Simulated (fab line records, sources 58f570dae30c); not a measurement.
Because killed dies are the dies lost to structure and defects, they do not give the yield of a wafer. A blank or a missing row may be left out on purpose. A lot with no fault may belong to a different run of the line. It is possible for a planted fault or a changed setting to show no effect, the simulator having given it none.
Which tool did it? || flow berkeleyCmos170 || 14 lots, 42 wafers sampled, at 5 steps of a route of 331

## WHAT THE GAUGES READ, wafer by wafer
UCB170_NWELL_THK_MEAS_05. Usual: NWELL_NITRIDE_THK gives 229.2 nm (standard deviation 1.9).
{"lot": "L722", "measured": "day 1 23:47", "on": "filmMetro-02", "NWELL_NITRIDE_THK (nm)": "230.3 231.4 229.9", "flag": ""}
{"lot": "L723", "measured": "day 2 05:06", "on": "filmMetro-02", "NWELL_NITRIDE_THK (nm)": "233.7 231.5 231.5", "flag": ""}
{"lot": "L724", "measured": "day 2 13:28", "on": "filmMetro-02", "NWELL_NITRIDE_THK (nm)": "226.1 226.5 227.0", "flag": ""}
{"lot": "L725", "measured": "day 3 00:50", "on": "filmMetro-04", "NWELL_NITRIDE_THK (nm)": "228.2 227.9 228.5", "flag": ""}
{"lot": "L726", "measured": "day 3 00:50", "on": "filmMetro-02", "NWELL_NITRIDE_THK (nm)": "226.4 228.1 225.8", "flag": ""}
{"lot": "L727", "measured": "day 3 08:33", "on": "filmMetro-02", "NWELL_NITRIDE_THK (nm)": "227.8 225.2 226.7", "flag": ""}
{"lot": "L728", "measured": "day 3 15:41", "on": "filmMetro-03", "NWELL_NITRIDE_THK (nm)": "229.2 230.5 228.3", "flag": ""}
{"lot": "L731", "measured": "day 3 23:31", "on": "filmMetro-03", "NWELL_NITRIDE_THK (nm)": "230.0 231.8 229.9", "flag": ""}
{"lot": "L734", "measured": "day 4 18:58", "on": "filmMetro-04", "NWELL_NITRIDE_THK (nm)": "222.8 222.5 223.0", "flag": "OFF"}
{"lot": "L738", "measured": "day 5 11:31", "on": "filmMetro-02", "NWELL_NITRIDE_THK (nm)": "221.7 222.5 222.0", "flag": "OFF"}
{"lot": "L739", "measured": "day 5 19:43", "on": "filmMetro-02", "NWELL_NITRIDE_THK (nm)": "228.2 229.2 228.8", "flag": ""}
{"lot": "L743", "measured": "day 6 16:44", "on": "filmMetro-03", "NWELL_NITRIDE_THK (nm)": "229.7 228.8 228.3", "flag": ""}
{"lot": "L744", "measured": "day 6 21:25", "on": "filmMetro-03", "NWELL_NITRIDE_THK (nm)": "228.6 228.3 228.8", "flag": ""}
{"lot": "L745", "measured": "day 7 04:10", "on": "filmMetro-03", "NWELL_NITRIDE_THK (nm)": "233.9 232.0 232.1", "flag": ""}

UCB170_FIELD_THK_MEAS_90. Usual: FIELD_OXIDE_LEFT_1_THK gives 441 nm (standard deviation 9.5).
{"lot": "L722", "measured": "day 4 18:48", "on": "filmMetro-04", "FIELD_OXIDE_LEFT_1_THK (nm)": "440 441 440", "flag": ""}
{"lot": "L723", "measured": "day 4 22:37", "on": "filmMetro-02", "FIELD_OXIDE_LEFT_1_THK (nm)": "463 454 444", "flag": ""}
{"lot": "L724", "measured": "day 5 13:27", "on": "filmMetro-04", "FIELD_OXIDE_LEFT_1_THK (nm)": "437 454 441", "flag": ""}
{"lot": "L725", "measured": "day 5 15:19", "on": "filmMetro-02", "FIELD_OXIDE_LEFT_1_THK (nm)": "431 430 441", "flag": ""}
{"lot": "L726", "measured": "day 5 15:19", "on": "filmMetro-04", "FIELD_OXIDE_LEFT_1_THK (nm)": "433 427 427", "flag": ""}
{"lot": "L727", "measured": "day 5 23:11", "on": "filmMetro-01", "FIELD_OXIDE_LEFT_1_THK (nm)": "445 438 435", "flag": ""}
{"lot": "L728", "measured": "day 6 05:27", "on": "filmMetro-04", "FIELD_OXIDE_LEFT_1_THK (nm)": "438 439 436", "flag": ""}
{"lot": "L731", "measured": "day 6 16:05", "on": "filmMetro-01", "FIELD_OXIDE_LEFT_1_THK (nm)": "425 426 415", "flag": ""}
{"lot": "L738", "measured": "day 8 04:47", "on": "filmMetro-02", "FIELD_OXIDE_LEFT_1_THK (nm)": "441 447 440", "flag": ""}
{"lot": "L739", "measured": "day 8 10:35", "on": "filmMetro-02", "FIELD_OXIDE_LEFT_1_THK (nm)": "451 449 447", "flag": ""}
{"lot": "L743", "measured": "day 9 18:20", "on": "filmMetro-04", "FIELD_OXIDE_LEFT_1_THK (nm)": "463 451 455", "flag": ""}
{"lot": "L744", "measured": "day 9 21:00", "on": "filmMetro-02", "FIELD_OXIDE_LEFT_1_THK (nm)": "432 440 441", "flag": ""}
{"lot": "L745", "measured": "day 10 09:26", "on": "filmMetro-04", "FIELD_OXIDE_LEFT_1_THK (nm)": "451 451 456", "flag": ""}

## TOOL THAT RAN EACH LOT (tool first, then ch and the chambers of the sampled wafers, then the start)
{"lot": "L722", "UCB170_NWELL_CVD_04": "lpcvd-02 ch 1, day 1 21:50", "UCB170_NWELL_STRIP_15": "plasmaAsher-02 ch 0,1, day 2 01:20", "UCB170_PWELL_STRIP_16": "plasmaAsher-02 ch 0, day 2 19:30"}
{"lot": "L723", "UCB170_NWELL_CVD_04": "lpcvd-02 ch 1, day 2 03:08", "UCB170_NWELL_STRIP_15": "plasmaAsher-03 ch 0,1, day 2 06:38", "UCB170_PWELL_STRIP_16": "plasmaAsher-03 ch 0,1, day 3 01:18"}
{"lot": "L724", "UCB170_NWELL_CVD_04": "lpcvd-01 ch 0, day 2 10:34", "UCB170_NWELL_STRIP_15": "plasmaAsher-03 ch 0,1, day 2 15:35", "UCB170_PWELL_STRIP_16": "plasmaAsher-03 ch 0,1, day 3 12:28"}
{"lot": "L725", "UCB170_NWELL_CVD_04": "lpcvd-02 ch 0, day 2 22:54", "UCB170_NWELL_STRIP_15": "plasmaAsher-02 ch 0,1, day 3 02:07", "UCB170_PWELL_STRIP_16": "plasmaAsher-04 ch 0,1, day 3 18:27"}
{"lot": "L726", "UCB170_NWELL_CVD_04": "lpcvd-02 ch 0, day 2 22:54", "UCB170_NWELL_STRIP_15": "plasmaAsher-02 ch 0,1, day 3 02:21", "UCB170_PWELL_STRIP_16": "plasmaAsher-02 ch 0,1, day 3 18:13"}
{"lot": "L727", "UCB170_NWELL_CVD_04": "lpcvd-01 ch 0, day 3 06:37", "UCB170_NWELL_STRIP_15": "plasmaAsher-03 ch 0,1, day 3 10:16", "UCB170_PWELL_STRIP_16": "plasmaAsher-02 ch 0,1, day 4 01:31"}
{"lot": "L728", "UCB170_NWELL_CVD_04": "lpcvd-02 ch 1, day 3 12:46", "UCB170_NWELL_STRIP_15": "plasmaAsher-03 ch 0,1, day 3 16:52", "UCB170_PWELL_STRIP_16": "plasmaAsher-02 ch 0,1, day 4 09:04"}
{"lot": "L731", "UCB170_NWELL_CVD_04": "lpcvd-01 ch 0, day 3 21:34", "UCB170_NWELL_STRIP_15": "plasmaAsher-03 ch 0,1, day 4 01:11", "UCB170_PWELL_STRIP_16": "plasmaAsher-03 ch 0,1, day 4 22:07"}
{"lot": "L734", "UCB170_NWELL_CVD_04": "lpcvd-01 ch 1, day 4 17:02", "UCB170_NWELL_STRIP_15": "plasmaAsher-03 ch 0,1, day 4 20:28", "UCB170_PWELL_STRIP_16": "plasmaAsher-02 ch 0,1, day 5 15:18"}
{"lot": "L738", "UCB170_NWELL_CVD_04": "lpcvd-01 ch 1, day 5 09:35", "UCB170_NWELL_STRIP_15": "plasmaAsher-02 ch 0,1, day 5 13:13", "UCB170_PWELL_STRIP_16": "plasmaAsher-04 ch 0,1, day 6 04:06"}
{"lot": "L739", "UCB170_NWELL_CVD_04": "lpcvd-02 ch 1, day 5 17:47", "UCB170_NWELL_STRIP_15": "plasmaAsher-02 ch 0,1, day 5 21:21", "UCB170_PWELL_STRIP_16": "plasmaAsher-02 ch 1, day 6 14:40"}
{"lot": "L743", "UCB170_NWELL_CVD_04": "lpcvd-02 ch 0, day 6 14:48", "UCB170_NWELL_STRIP_15": "plasmaAsher-01 ch 0,1, day 6 18:20", "UCB170_PWELL_STRIP_16": "plasmaAsher-02 ch 0,1, day 7 09:40"}
{"lot": "L744", "UCB170_NWELL_CVD_04": "lpcvd-02 ch 0, day 6 19:28", "UCB170_NWELL_STRIP_15": "plasmaAsher-03 ch 0,1, day 6 22:49", "UCB170_PWELL_STRIP_16": "plasmaAsher-03 ch 0,1, day 7 15:16"}
{"lot": "L745", "UCB170_NWELL_CVD_04": "lpcvd-02 ch 0, day 7 02:14", "UCB170_NWELL_STRIP_15": "plasmaAsher-03 ch 0,1, day 7 05:40", "UCB170_PWELL_STRIP_16": "plasmaAsher-02 ch 0, day 7 23:47"}
- UCB170_NWELL_CVD_04: deposits Si3N4 from SiH2Cl2/NH3, target thk 224 nm, time 3360 s.
- UCB170_NWELL_STRIP_15: strips in O2.
- UCB170_PWELL_STRIP_16: strips in O2.

## WHAT THE TOOLS THEMSELVES READ (means of the sampled wafers that have a number; where no wafer has one, the mark that the record gives instead)
UCB170_NWELL_CVD_04. Usual: sih2cl2FlowSccm 25.02 sccm, standard deviation 0.08; spikeTcCentreC 802.6 C, standard deviation 1.3; spikeTcSourceC 822.7 C, standard deviation 2.4.
{"lot": "L722", "tool": "lpcvd-02", "sih2cl2FlowSccm (sccm)": 24.92, "spikeTcCentreC (C)": 803.1, "spikeTcSourceC (C)": 823.5, "flag": ""}
{"lot": "L723", "tool": "lpcvd-02", "sih2cl2FlowSccm (sccm)": 25.10, "spikeTcCentreC (C)": 803.4, "spikeTcSourceC (C)": 823.3, "flag": ""}
{"lot": "L724", "tool": "lpcvd-01", "sih2cl2FlowSccm (sccm)": 24.98, "spikeTcCentreC (C)": 803.1, "spikeTcSourceC (C)": 819.3, "flag": ""}
{"lot": "L725", "tool": "lpcvd-02", "sih2cl2FlowSccm (sccm)": 25.04, "spikeTcCentreC (C)": 802.6, "spikeTcSourceC (C)": 824.6, "flag": ""}
{"lot": "L726", "tool": "lpcvd-02", "sih2cl2FlowSccm (sccm)": 24.91, "spikeTcCentreC (C)": 802.4, "spikeTcSourceC (C)": 824.1, "flag": ""}
{"lot": "L727", "tool": "lpcvd-01", "sih2cl2FlowSccm (sccm)": 25.02, "spikeTcCentreC (C)": 802.7, "spikeTcSourceC (C)": 818.7, "flag": ""}
{"lot": "L728", "tool": "lpcvd-02", "sih2cl2FlowSccm (sccm)": 25.08, "spikeTcCentreC (C)": 804.2, "spikeTcSourceC (C)": 824.4, "flag": ""}
{"lot": "L731", "tool": "lpcvd-01", "sih2cl2FlowSccm (sccm)": 25.00, "spikeTcCentreC (C)": 803.2, "spikeTcSourceC (C)": 818.0, "flag": ""}
{"lot": "L734", "tool": "lpcvd-01", "sih2cl2FlowSccm (sccm)": 24.97, "spikeTcCentreC (C)": 801.5, "spikeTcSourceC (C)": 822.9, "flag": ""}
{"lot": "L738", "tool": "lpcvd-01", "sih2cl2FlowSccm (sccm)": 25.05, "spikeTcCentreC (C)": 802.2, "spikeTcSourceC (C)": 822.3, "flag": ""}
{"lot": "L739", "tool": "lpcvd-02", "sih2cl2FlowSccm (sccm)": 25.18, "spikeTcCentreC (C)": 804.2, "spikeTcSourceC (C)": 823.1, "flag": ""}
{"lot": "L743", "tool": "lpcvd-02", "sih2cl2FlowSccm (sccm)": 24.95, "spikeTcCentreC (C)": 801.7, "spikeTcSourceC (C)": 824.9, "flag": ""}
{"lot": "L744", "tool": "lpcvd-02", "sih2cl2FlowSccm (sccm)": 25.05, "spikeTcCentreC (C)": 803.1, "spikeTcSourceC (C)": 824.8, "flag": ""}
{"lot": "L745", "tool": "lpcvd-02", "sih2cl2FlowSccm (sccm)": 25.04, "spikeTcCentreC (C)": 802.3, "spikeTcSourceC (C)": 825.2, "flag": ""}

UCB170_NWELL_STRIP_15. Usual: chamberPressureMTorr 3500 mTorr, standard deviation 3.1; drypumpMotorCurrentA 5.8 A, standard deviation 0.56; oesProductAu 0.721 a.u., standard deviation 0.0042; stripTimeToEndpointS 18.05 s, standard deviation 0.067.
{"lot": "L722", "tool": "plasmaAsher-02", "chamberPressureMTorr (mTorr)": 3498, "drypumpMotorCurrentA (A)": 5.3, "oesProductAu (a.u.)": 0.721, "stripTimeToEndpointS (s)": 18.05, "flag": ""}
{"lot": "L723", "tool": "plasmaAsher-03", "chamberPressureMTorr (mTorr)": 3498, "drypumpMotorCurrentA (A)": 6.1, "oesProductAu (a.u.)": 0.720, "stripTimeToEndpointS (s)": 18.04, "flag": ""}
{"lot": "L724", "tool": "plasmaAsher-03", "chamberPressureMTorr (mTorr)": 3498, "drypumpMotorCurrentA (A)": 6.1, "oesProductAu (a.u.)": 0.722, "stripTimeToEndpointS (s)": 18.06, "flag": ""}
{"lot": "L725", "tool": "plasmaAsher-02", "chamberPressureMTorr (mTorr)": 3495, "drypumpMotorCurrentA (A)": 5.3, "oesProductAu (a.u.)": 0.722, "stripTimeToEndpointS (s)": 18.08, "flag": ""}
{"lot": "L726", "tool": "plasmaAsher-02", "chamberPressureMTorr (mTorr)": 3501, "drypumpMotorCurrentA (A)": 5.3, "oesProductAu (a.u.)": 0.721, "stripTimeToEndpointS (s)": 18.05, "flag": ""}
{"lot": "L727", "tool": "plasmaAsher-03", "chamberPressureMTorr (mTorr)": 3500, "drypumpMotorCurrentA (A)": 6.1, "oesProductAu (a.u.)": 0.727, "stripTimeToEndpointS (s)": 18.03, "flag": ""}
{"lot": "L728", "tool": "plasmaAsher-03", "chamberPressureMTorr (mTorr)": 3501, "drypumpMotorCurrentA (A)": 6.0, "oesProductAu (a.u.)": 0.718, "stripTimeToEndpointS (s)": 18.08, "flag": ""}
{"lot": "L731", "tool": "plasmaAsher-03", "chamberPressureMTorr (mTorr)": 3501, "drypumpMotorCurrentA (A)": 6.1, "oesProductAu (a.u.)": 0.724, "stripTimeToEndpointS (s)": 18.09, "flag": ""}
{"lot": "L734", "tool": "plasmaAsher-03", "chamberPressureMTorr (mTorr)": 3498, "drypumpMotorCurrentA (A)": 6.0, "oesProductAu (a.u.)": 0.723, "stripTimeToEndpointS (s)": 17.97, "flag": ""}
{"lot": "L738", "tool": "plasmaAsher-02", "chamberPressureMTorr (mTorr)": 3503, "drypumpMotorCurrentA (A)": 5.3, "oesProductAu (a.u.)": 0.722, "stripTimeToEndpointS (s)": 18.04, "flag": ""}
{"lot": "L739", "tool": "plasmaAsher-02", "chamberPressureMTorr (mTorr)": 3499, "drypumpMotorCurrentA (A)": 5.3, "oesProductAu (a.u.)": 0.721, "stripTimeToEndpointS (s)": 18.11, "flag": ""}
{"lot": "L743", "tool": "plasmaAsher-01", "chamberPressureMTorr (mTorr)": 3501, "drypumpMotorCurrentA (A)": 6.0, "oesProductAu (a.u.)": 0.725, "stripTimeToEndpointS (s)": 18.10, "flag": ""}
{"lot": "L744", "tool": "plasmaAsher-03", "chamberPressureMTorr (mTorr)": 3502, "drypumpMotorCurrentA (A)": 6.1, "oesProductAu (a.u.)": 0.719, "stripTimeToEndpointS (s)": 17.92, "flag": ""}
{"lot": "L745", "tool": "plasmaAsher-03", "chamberPressureMTorr (mTorr)": 3502, "drypumpMotorCurrentA (A)": 6.2, "oesProductAu (a.u.)": 0.721, "stripTimeToEndpointS (s)": 18.11, "flag": ""}

UCB170_PWELL_STRIP_16. Usual: chamberPressureMTorr 3500 mTorr, standard deviation 3.2; drypumpMotorCurrentA 5.7 A, standard deviation 0.46; oesProductAu 0.721 a.u., standard deviation 0.0051; stripTimeToEndpointS 18.13 s, standard deviation 0.077.
{"lot": "L722", "tool": "plasmaAsher-02", "chamberPressureMTorr (mTorr)": 3498, "drypumpMotorCurrentA (A)": 5.2, "oesProductAu (a.u.)": 0.719, "stripTimeToEndpointS (s)": 18.10, "flag": ""}
{"lot": "L723", "tool": "plasmaAsher-03", "chamberPressureMTorr (mTorr)": 3501, "drypumpMotorCurrentA (A)": 6.0, "oesProductAu (a.u.)": 0.724, "stripTimeToEndpointS (s)": 18.09, "flag": ""}
{"lot": "L724", "tool": "plasmaAsher-03", "chamberPressureMTorr (mTorr)": 3500, "drypumpMotorCurrentA (A)": 6.1, "oesProductAu (a.u.)": 0.720, "stripTimeToEndpointS (s)": 18.08, "flag": ""}
{"lot": "L725", "tool": "plasmaAsher-04", "chamberPressureMTorr (mTorr)": 3502, "drypumpMotorCurrentA (A)": 5.9, "oesProductAu (a.u.)": 0.717, "stripTimeToEndpointS (s)": 18.11, "flag": ""}
{"lot": "L726", "tool": "plasmaAsher-02", "chamberPressureMTorr (mTorr)": 3499, "drypumpMotorCurrentA (A)": 5.3, "oesProductAu (a.u.)": 0.725, "stripTimeToEndpointS (s)": 18.18, "flag": ""}
{"lot": "L727", "tool": "plasmaAsher-02", "chamberPressureMTorr (mTorr)": 3497, "drypumpMotorCurrentA (A)": 5.4, "oesProductAu (a.u.)": 0.717, "stripTimeToEndpointS (s)": 18.23, "flag": ""}
{"lot": "L728", "tool": "plasmaAsher-02", "chamberPressureMTorr (mTorr)": 3501, "drypumpMotorCurrentA (A)": 5.3, "oesProductAu (a.u.)": 0.722, "stripTimeToEndpointS (s)": 18.10, "flag": ""}
{"lot": "L731", "tool": "plasmaAsher-03", "chamberPressureMTorr (mTorr)": 3503, "drypumpMotorCurrentA (A)": 6.1, "oesProductAu (a.u.)": 0.723, "stripTimeToEndpointS (s)": 18.23, "flag": ""}
{"lot": "L734", "tool": "plasmaAsher-02", "chamberPressureMTorr (mTorr)": 3499, "drypumpMotorCurrentA (A)": 5.3, "oesProductAu (a.u.)": 0.723, "stripTimeToEndpointS (s)": 18.24, "flag": ""}
{"lot": "L738", "tool": "plasmaAsher-04", "chamberPressureMTorr (mTorr)": 3500, "drypumpMotorCurrentA (A)": 6.3, "oesProductAu (a.u.)": 0.723, "stripTimeToEndpointS (s)": 18.07, "flag": ""}
{"lot": "L739", "tool": "plasmaAsher-02", "chamberPressureMTorr (mTorr)": 3500, "drypumpMotorCurrentA (A)": 5.4, "oesProductAu (a.u.)": 0.717, "stripTimeToEndpointS (s)": 18.19, "flag": ""}
{"lot": "L743", "tool": "plasmaAsher-02", "chamberPressureMTorr (mTorr)": 3499, "drypumpMotorCurrentA (A)": 5.3, "oesProductAu (a.u.)": 0.720, "stripTimeToEndpointS (s)": 18.10, "flag": ""}
{"lot": "L744", "tool": "plasmaAsher-03", "chamberPressureMTorr (mTorr)": 3503, "drypumpMotorCurrentA (A)": 6.0, "oesProductAu (a.u.)": 0.719, "stripTimeToEndpointS (s)": 18.13, "flag": ""}
{"lot": "L745", "tool": "plasmaAsher-02", "chamberPressureMTorr (mTorr)": 3501, "drypumpMotorCurrentA (A)": 5.2, "oesProductAu (a.u.)": 0.717, "stripTimeToEndpointS (s)": 18.12, "flag": ""}

## THE ANSWER, worked out from the rows above alone
Rule: take the mean of a lot's wafers that have a number; if it is more than 3 standard deviations from the usual mean, the lot is off. Also off: a lot with no number at a reading for which 4 or more lots have one. Any other lot the step has rows for is counted as sound. Order of review: gauges by route order, followed by the tools' own readings, for which a lot's mean as printed above is used. The first step at which some lot is off is used, and at that step the reading that is off furthest; a lot without a number counts as furthest.
Off: at UCB170_NWELL_THK_MEAS_05 (NWELL_NITRIDE_THK), L734, L738.
A tool fits if, at a process step before that reading, it ran every lot that is off, and no sound lot after the first of them. Those tools and the gauges at UCB170_NWELL_THK_MEAS_05 are tried in the same way. One fits: UCB170_NWELL_CVD_04 on lpcvd-01. A fault onset in the window from L731 (day 3 21:34, its last sound lot) to L734 (day 4 17:02, its first lot off) fits.

## WHAT WAS PUT IN BY THE SIMULATOR
Site profile drift: lpcvd-01, from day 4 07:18 on, at UCB170_NWELL_CVD_04. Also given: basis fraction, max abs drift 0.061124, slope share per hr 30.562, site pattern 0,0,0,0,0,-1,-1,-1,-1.
Lots struck among those shown: L734, L738. The same result came from the rule above.
